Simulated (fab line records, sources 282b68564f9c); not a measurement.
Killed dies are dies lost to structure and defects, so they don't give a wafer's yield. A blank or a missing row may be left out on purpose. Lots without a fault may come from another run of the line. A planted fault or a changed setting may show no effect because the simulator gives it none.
fab line records | flow rit_cmos
record lots=14 wafers=42 last_day=7
route steps=202 shown PLDD@122
lots that met no fault: from a run of the same line without faults
start_h: hours from the record's first day to the start of the lot's first wafer shown | wait_h: hours since the lot's step before | " the same as in the row above | L1.1+2: a row that stands for several wafers | - no value, or no start given | * or withheld: withheld | < > ~ a bound
route shown NAME@n: a module of which the file shows steps, and the number in the route of the first | usual: mean/standard deviation of fault-free wafers | same: alike in all rows | chamber/n: place in a boat | sites: the reading at each site | _std_site: their standard deviation | _edge_site: outer sites' mean less inner sites' | radius_mm: how far each site lies from the wafer's centre | mask NAME#n: copy n | behind: the tool/chamber that last shaped the wafer | hold: why the lot was held/for how many hours/how that ended | device: the transistor (n, p or np) that didn't switch | end of line: the same wafers' tests at the end of the route | a step without rows: its recipe alone | killed: dies lost to structure and defects at the first sort, not the wafer's yield | map: a wafer's dies, x killed, . not, _ none there
set.NAME: the setting as run; set.NAME@STEP: as run at that earlier step | model.NAME: the simulator's own value behind a step, which no gauge read
steps of the route over a sample of lots; a table a step, a row a wafer
services: from which hour (start_h, from the record's first day; less than 0 if before it) a tool's chamber was out of use, for how many hours, and why
## steps
# step RIT_PLDD_IMPLANT_08
# recipe species=BF2 energy_kev=20 dose_cm2=9e+14 tilt_deg=7
# usual beam_energy_keV=19.999/0.006
# columns lot.wafer tool chamber start_h wait_h beam_energy_keV
L478.2 implanter-01 0 44.53 0.1 20.014
L478.4 " 0 " " 19.996
L478.6 " 0 " " 20.008
L479.1 implanter-02 0 48.66 0.1 19.999
L479.3 " 0 " " 20.004
L479.5 " 0 " " 19.999
L480.1 implanter-03 0 52.53 0.1 20.002
L480.3 " 0 " " 20.004
L480.6 " 0 " " 19.998
L482.2 implanter-02 0 64.10 0.1 19.994
L482.3 " 0 " " 19.988
L482.5 " 0 " " 20.000
L483.2 implanter-01 0 69.50 0.1 20.004
L483.3 " 0 " " 20.003
L483.5 " 0 " " 19.996
L484.2 implanter-03 0 73.36 0.1 20.000
L484.5 " 0 " " 19.991
L484.6 " 0 " " 19.990
L486.1 implanter-02 0 84.41 0.1 19.989
L486.2 " 0 " " 20.005
L486.6 " 0 " " 19.998
L487.3 implanter-01 0 90.92 0.1 19.993
L487.4 " 0 " " 19.996
L487.6 " 0 " " 19.998
L488.3 implanter-02 0 97.35 0.1 20.219
L488.4 " 0 " " 20.209
L488.5 " 0 " " 20.221
L493.2 implanter-02 0 118.80 0.1 20.221
L493.3 " 0 " " 20.221
L493.4 " 0 " " 20.213
L496.3 implanter-03 0 133.40 0.1 20.004
L496.4 " 0 " " 20.004
L496.5 " 0 " " 20.009
L498.1 implanter-03 0 142.32 0.1 20.000
L498.3 " 0 " " 19.990
L498.6 " 0 " " 19.988
L499.2 implanter-03 0 149.78 0.1 20.010
L499.4 " 0 " " 20.009
L499.5 " 0 " " 20.005
L500.1 implanter-03 0 153.98 0.1 20.006
L500.2 " 0 " " 20.003
L500.4 " 0 " " 19.998
## services
# columns tool chamber start_h hours kind
implanter-01 - 46.82 3.3 repair
implanter-01 - 63.66 3.1 pm
implanter-02 - 108.95 2.0 repair
implanter-03 - 112.80 3.0 repair
implanter-03 - 128.96 4.0 pm
implanter-01 - 148.98 3.0 repair
## key
first_sign step=RIT_PLDD_IMPLANT_08 reading=beam_energy_keV direction=up sigmas=36 usual=19.999 struck=20.217
effect none on later readings
met_at RIT_PLDD_IMPLANT_08
struck_lots L488,L493
tester_left_out L488,L493
onset_between 84.41 97.35
fault kind=process_parameter_drift tool=implanter-02 chamber=- onset_h=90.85 steps=RIT_PLDD_IMPLANT_08 channel=energy_kev offset=0.21719 shape=step end_h=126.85 acts_in=these_recipes_only stated=20
# tester_left_out: of these lots the tester's yield and bins aren't shown, on N5 and GAA mostly nor the transistor test; their killed dies are dies lost to structure and defects alone, not to doping, threshold or leakage, so they don't give the yield
